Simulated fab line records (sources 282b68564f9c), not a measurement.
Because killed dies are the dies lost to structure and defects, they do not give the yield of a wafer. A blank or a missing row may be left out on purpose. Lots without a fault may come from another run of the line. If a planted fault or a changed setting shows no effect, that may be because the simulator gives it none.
fab line records -- flow rit_cmos
[record] lots = 15, wafers = 45, last_day = 7
route steps=202 shown PRETRO@72
lots untouched by any fault: they come from a run of this same line in which no faults occurred
start_h: hours from the record's first day to the start of the lot's first wafer shown -- wait_h: hours elapsed since this lot's preceding step -- " the same as in the row above -- L1.1+2: several wafers, shown together as one row -- - value missing, or start not given -- * or withheld: withheld -- < > ~ a bound
route shown NAME@n: a module of which the file shows steps, and the number in the route of the first -- usual: average and standard deviation across the fault-free wafers -- same: alike in all rows -- chamber/n: place in a boat -- sites: the reading at each site -- _std_site: their standard deviation -- _edge_site: outer sites' mean less inner sites' -- radius_mm: for every site, how far away it sits from the centre of the wafer -- mask NAME#n: copy n -- behind: the most recent tool/chamber to have shaped the wafer -- hold: cause of the lot's hold/its duration in hours/its outcome -- device: names the non-switching transistor (n, p or np) -- end of line: at the end of the route, the tests of the same wafers -- a step with no rows: only its recipe -- killed: dies lost to structure and defects at the first sort, not the wafer's yield -- map: a wafer's dies, marking killed ones x, the rest . and places with no die _
set.NAME: setting as actually run; set.NAME@STEP: the setting as run at that earlier step -- model.NAME: the simulator's own value behind a step, which no gauge read
the route's steps for a sample of lots (tables are steps, rows are wafers)
services: from which hour (start_h, from the record's first day; less than 0 if before it) a tool's chamber was out of use, for how many hours, and why
[[steps]]
[step RIT_PRETRO_IMPLANT_08]
[recipe] species = B, energy_kev = 45, dose_cm2 = 1.2e+13, tilt_deg = 7
[usual] beam_energy_keV = 44.997/0.012
lot.wafer,tool,chamber,start_h,wait_h,beam_energy_keV
L642.1,implanter-03,0,36.49,0.2,45.009
L642.4,implanter-03,0,36.49,0.2,44.994
L642.5,implanter-03,0,36.49,0.2,44.996
L643.1,implanter-01,0,40.42,0.2,44.974
L643.2,implanter-01,0,40.42,0.2,44.983
L643.5,implanter-01,0,40.42,0.2,44.986
L644.2,implanter-03,0,42.57,0.2,44.975
L644.3,implanter-03,0,42.57,0.2,44.987
L644.6,implanter-03,0,42.57,0.2,44.979
L645.1,implanter-01,0,48.84,0.2,44.980
L645.5,implanter-01,0,48.84,0.2,44.987
L645.6,implanter-01,0,48.84,0.2,44.987
L646.2,implanter-01,0,53.31,0.2,45.005
L646.4,implanter-01,0,53.31,0.2,44.989
L646.6,implanter-01,0,53.31,0.2,44.989
L647.2,implanter-03,0,58.49,0.2,44.994
L647.3,implanter-03,0,58.49,0.2,44.984
L647.5,implanter-03,0,58.49,0.2,44.993
L648.2,implanter-01,0,63.41,0.2,44.994
L648.3,implanter-01,0,63.41,0.2,44.999
L648.6,implanter-01,0,63.41,0.2,45.014
L653.1,implanter-01,0,91.11,0.2,44.998
L653.2,implanter-01,0,91.11,0.2,45.003
L653.5,implanter-01,0,91.11,0.2,45.003
L654.4,implanter-01,0,95.57,0.2,45.021
L654.5,implanter-01,0,95.57,0.2,44.981
L654.6,implanter-01,0,95.57,0.2,45.005
L655.2,implanter-03,0,99.85,0.2,44.988
L655.4,implanter-03,0,99.85,0.2,44.985
L655.6,implanter-03,0,99.85,0.2,44.990
L657.3,implanter-01,0,109.43,0.2,32.699
L657.4,implanter-01,0,109.43,0.2,32.681
L657.5,implanter-01,0,109.43,0.2,32.699
L658.2,implanter-03,0,113.74,0.2,44.983
L658.3,implanter-03,0,113.74,0.2,44.992
L658.6,implanter-03,0,113.74,0.2,44.995
L659.2,implanter-01,0,121.44,0.2,32.714
L659.5,implanter-01,0,121.44,0.2,32.701
L659.6,implanter-01,0,121.44,0.2,32.700
L660.1,implanter-03,0,125.88,0.2,44.999
L660.3,implanter-03,0,125.88,0.2,44.999
L660.4,implanter-03,0,125.88,0.2,45.007
L661.2,implanter-01,0,128.76,0.2,32.681
L661.3,implanter-01,0,128.76,0.2,32.698
L661.4,implanter-01,0,128.76,0.2,32.658
[step RIT_PRETRO_TW_MEAS_10]
[usual] PRETRO_TW = 472.9/2.2
lot.wafer,tool,chamber,start_h,wait_h,PRETRO_TW
L642.1,film_metro-02,-,36.81,0.1,472.3
L642.4,film_metro-02,-,36.81,0.1,471.2
L642.5,film_metro-02,-,36.81,0.1,471.7
L643.1,film_metro-02,-,40.74,0.1,472.8
L643.2,film_metro-02,-,40.74,0.1,471.9
L643.5,film_metro-02,-,40.74,0.1,473.2
L644.2,film_metro-02,-,42.88,0.1,475.9
L644.3,film_metro-02,-,42.88,0.1,472.3
L644.6,film_metro-02,-,42.88,0.1,471.5
L645.1,film_metro-01,-,49.16,0.1,473.2
L645.5,film_metro-01,-,49.16,0.1,471.4
L645.6,film_metro-01,-,49.16,0.1,473.5
L646.2,film_metro-02,-,53.62,0.1,476.7
L646.4,film_metro-02,-,53.62,0.1,476.4
L646.6,film_metro-02,-,53.62,0.1,475.2
L647.2,film_metro-01,-,58.80,0.1,471.3
L647.3,film_metro-01,-,58.80,0.1,473.1
L647.5,film_metro-01,-,58.80,0.1,474.0
L648.2,film_metro-02,-,63.72,0.1,475.8
L648.3,film_metro-02,-,63.72,0.1,473.6
L648.6,film_metro-02,-,63.72,0.1,476.1
L653.1,film_metro-03,-,91.44,0.1,475.9
L653.2,film_metro-03,-,91.44,0.1,476.2
L653.5,film_metro-03,-,91.44,0.1,474.1
L654.4,film_metro-03,-,95.85,0.1,470.4
L654.5,film_metro-03,-,95.85,0.1,472.5
L654.6,film_metro-03,-,95.85,0.1,472.8
L655.2,film_metro-03,-,100.16,0.1,476.0
L655.4,film_metro-03,-,100.16,0.1,471.3
L655.6,film_metro-03,-,100.16,0.1,473.2
L657.3,film_metro-02,-,109.73,0.1,447.8
L657.4,film_metro-02,-,109.73,0.1,449.4
L657.5,film_metro-02,-,109.73,0.1,449.6
L658.2,film_metro-01,-,114.05,0.1,475.3
L658.3,film_metro-01,-,114.05,0.1,470.3
L658.6,film_metro-01,-,114.05,0.1,473.5
L659.2,film_metro-01,-,121.75,0.1,448.0
L659.5,film_metro-01,-,121.75,0.1,447.0
L659.6,film_metro-01,-,121.75,0.1,446.6
L660.1,film_metro-01,-,126.21,0.1,471.6
L660.3,film_metro-01,-,126.21,0.1,471.2
L660.4,film_metro-01,-,126.21,0.1,469.9
L661.2,film_metro-02,-,129.07,0.1,451.3
L661.3,film_metro-02,-,129.07,0.1,449.0
L661.4,film_metro-02,-,129.07,0.1,450.5
[[services]]
tool,chamber,start_h,hours,kind
implanter-03,-,40.44,1.4,repair
implanter-03,-,61.99,1.6,repair
implanter-03,-,65.18,4.2,pm
implanter-01,-,121.85,5.3,pm
[[key]]
[first_sign] step = RIT_PRETRO_IMPLANT_08, reading = beam_energy_keV, direction = down, sigmas = 99+, usual = 44.997, struck = 32.692
[effect] step = RIT_PRETRO_TW_MEAS_10, reading = PRETRO_TW, direction = down, sigmas = 11, usual = 472.9, struck = 448.8
met_at RIT_PRETRO_IMPLANT_08
struck_lots L657,L659,L661
tester_left_out L657,L659,L661
onset_between 95.57 109.43
[fault] kind = process_parameter_drift, tool = implanter-01, chamber = -, onset_h = 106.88, steps = RIT_PRETRO_IMPLANT_08, channel = energy_kev, offset = -12.311, shape = step, end_h = 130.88, acts_in = these_recipes_only, stated = 45
// tester_left_out: of these lots the tester's yield and bins aren't shown, on N5 and GAA mostly nor the transistor test; their killed dies are dies lost to structure and defects alone, not to doping, threshold or leakage, so they don't give the yield
